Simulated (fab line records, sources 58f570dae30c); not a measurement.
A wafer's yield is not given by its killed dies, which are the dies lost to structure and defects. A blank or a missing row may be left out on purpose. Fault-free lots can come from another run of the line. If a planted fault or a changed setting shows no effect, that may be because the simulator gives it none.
Split-lot experiment :: flow berkeley_cmos170 :: 23 wafers read from 5 lots, route of 331 steps

## ON THE SPLIT
At UCB170_SACOX_OXIDATION_01 (target thk 14.4 nm, ox time 2400 s), the setting ox_time_s was moved away from the recipe's 2400 s on 20 of the 23 wafers read, by +5.1% to +12.8%. The other wafers ran this setting at the recipe's value.

The reading is taken at the split's own step.

## THE READING
SiO2_of_SACOX_OXIDATION_01.thk_nm (the simulator's own value, which no gauge read), in nm, at UCB170_SACOX_OXIDATION_01 (target thk 14.4 nm, ox time 2400 s). The file does not state a usual value for it. Average 14.49 nm, standard deviation 0.12 nm, over the 3 wafers here run with the recipe.

wafer: L076.1
tool, chamber at the split: -, -
ox_time_s as run, s: 2585
against the recipe: +7.7%
SiO2_of_SACOX_OXIDATION_01.thk_nm, nm: 15.43
against lot-mates on the recipe: no lot-mate on the recipe

wafer: L076.2
tool, chamber at the split: -, -
ox_time_s as run, s: 2585
against the recipe: +7.7%
SiO2_of_SACOX_OXIDATION_01.thk_nm, nm: 15.27
against lot-mates on the recipe: no lot-mate on the recipe

wafer: L076.3
tool, chamber at the split: -, -
ox_time_s as run, s: 2585
against the recipe: +7.7%
SiO2_of_SACOX_OXIDATION_01.thk_nm, nm: 15.36
against lot-mates on the recipe: no lot-mate on the recipe

wafer: L076.4
tool, chamber at the split: -, -
ox_time_s as run, s: 2585
against the recipe: +7.7%
SiO2_of_SACOX_OXIDATION_01.thk_nm, nm: 15.28
against lot-mates on the recipe: no lot-mate on the recipe

wafer: L076.5
tool, chamber at the split: -, -
ox_time_s as run, s: 2585
against the recipe: +7.7%
SiO2_of_SACOX_OXIDATION_01.thk_nm, nm: 15.35
against lot-mates on the recipe: no lot-mate on the recipe

wafer: L078.1
tool, chamber at the split: furnace-02, 0
ox_time_s as run, s: 2400
against the recipe: recipe
SiO2_of_SACOX_OXIDATION_01.thk_nm, nm: 14.58
against lot-mates on the recipe: -

wafer: L078.4
tool, chamber at the split: furnace-02, 0
ox_time_s as run, s: 2400
against the recipe: recipe
SiO2_of_SACOX_OXIDATION_01.thk_nm, nm: 14.57
against lot-mates on the recipe: -

wafer: L078.6
tool, chamber at the split: furnace-02, 0
ox_time_s as run, s: 2400
against the recipe: recipe
SiO2_of_SACOX_OXIDATION_01.thk_nm, nm: 14.32
against lot-mates on the recipe: -

wafer: L081.1
tool, chamber at the split: -, -
ox_time_s as run, s: 2522
against the recipe: +5.1%
SiO2_of_SACOX_OXIDATION_01.thk_nm, nm: 14.61
against lot-mates on the recipe: no lot-mate on the recipe

wafer: L081.2
tool, chamber at the split: -, -
ox_time_s as run, s: 2522
against the recipe: +5.1%
SiO2_of_SACOX_OXIDATION_01.thk_nm, nm: 14.57
against lot-mates on the recipe: no lot-mate on the recipe

wafer: L081.3
tool, chamber at the split: -, -
ox_time_s as run, s: 2522
against the recipe: +5.1%
SiO2_of_SACOX_OXIDATION_01.thk_nm, nm: 14.89
against lot-mates on the recipe: no lot-mate on the recipe

wafer: L081.5
tool, chamber at the split: -, -
ox_time_s as run, s: 2522
against the recipe: +5.1%
SiO2_of_SACOX_OXIDATION_01.thk_nm, nm: 14.53
against lot-mates on the recipe: no lot-mate on the recipe

wafer: L081.6
tool, chamber at the split: -, -
ox_time_s as run, s: 2522
against the recipe: +5.1%
SiO2_of_SACOX_OXIDATION_01.thk_nm, nm: 14.67
against lot-mates on the recipe: no lot-mate on the recipe

wafer: L084.1
tool, chamber at the split: -, -
ox_time_s as run, s: 2707
against the recipe: +12.8%
SiO2_of_SACOX_OXIDATION_01.thk_nm, nm: 15.7
against lot-mates on the recipe: no lot-mate on the recipe

wafer: L084.2
tool, chamber at the split: -, -
ox_time_s as run, s: 2707
against the recipe: +12.8%
SiO2_of_SACOX_OXIDATION_01.thk_nm, nm: 15.67
against lot-mates on the recipe: no lot-mate on the recipe

wafer: L084.3
tool, chamber at the split: -, -
ox_time_s as run, s: 2707
against the recipe: +12.8%
SiO2_of_SACOX_OXIDATION_01.thk_nm, nm: 15.34
against lot-mates on the recipe: no lot-mate on the recipe

wafer: L084.5
tool, chamber at the split: -, -
ox_time_s as run, s: 2707
against the recipe: +12.8%
SiO2_of_SACOX_OXIDATION_01.thk_nm, nm: 15.48
against lot-mates on the recipe: no lot-mate on the recipe

wafer: L084.6
tool, chamber at the split: -, -
ox_time_s as run, s: 2707
against the recipe: +12.8%
SiO2_of_SACOX_OXIDATION_01.thk_nm, nm: 15.47
against lot-mates on the recipe: no lot-mate on the recipe

wafer: L085.2
tool, chamber at the split: -, -
ox_time_s as run, s: 2684
against the recipe: +11.8%
SiO2_of_SACOX_OXIDATION_01.thk_nm, nm: 15.58
against lot-mates on the recipe: no lot-mate on the recipe

wafer: L085.3
tool, chamber at the split: -, -
ox_time_s as run, s: 2684
against the recipe: +11.8%
SiO2_of_SACOX_OXIDATION_01.thk_nm, nm: 15.68
against lot-mates on the recipe: no lot-mate on the recipe

wafer: L085.4
tool, chamber at the split: -, -
ox_time_s as run, s: 2684
against the recipe: +11.8%
SiO2_of_SACOX_OXIDATION_01.thk_nm, nm: 15.56
against lot-mates on the recipe: no lot-mate on the recipe

wafer: L085.5
tool, chamber at the split: -, -
ox_time_s as run, s: 2684
against the recipe: +11.8%
SiO2_of_SACOX_OXIDATION_01.thk_nm, nm: 15.57
against lot-mates on the recipe: no lot-mate on the recipe

wafer: L085.6
tool, chamber at the split: -, -
ox_time_s as run, s: 2684
against the recipe: +11.8%
SiO2_of_SACOX_OXIDATION_01.thk_nm, nm: 15.72
against lot-mates on the recipe: no lot-mate on the recipe

THE FIT
A straight line over all 23 wafers: SiO2_of_SACOX_OXIDATION_01.thk_nm changes by +0.0967 nm for each +1% of ox_time_s; r = +0.91; the points scatter about the line by 0.2 nm.
Too few moved wafers have a lot-mate on the recipe to fit a line with each lot's own level taken away.

## THE FILE'S OWN FIT
SiO2_of_SACOX_OXIDATION_01.thk_nm changes by +0.0968 nm for each +1% of ox_time_s, r = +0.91.
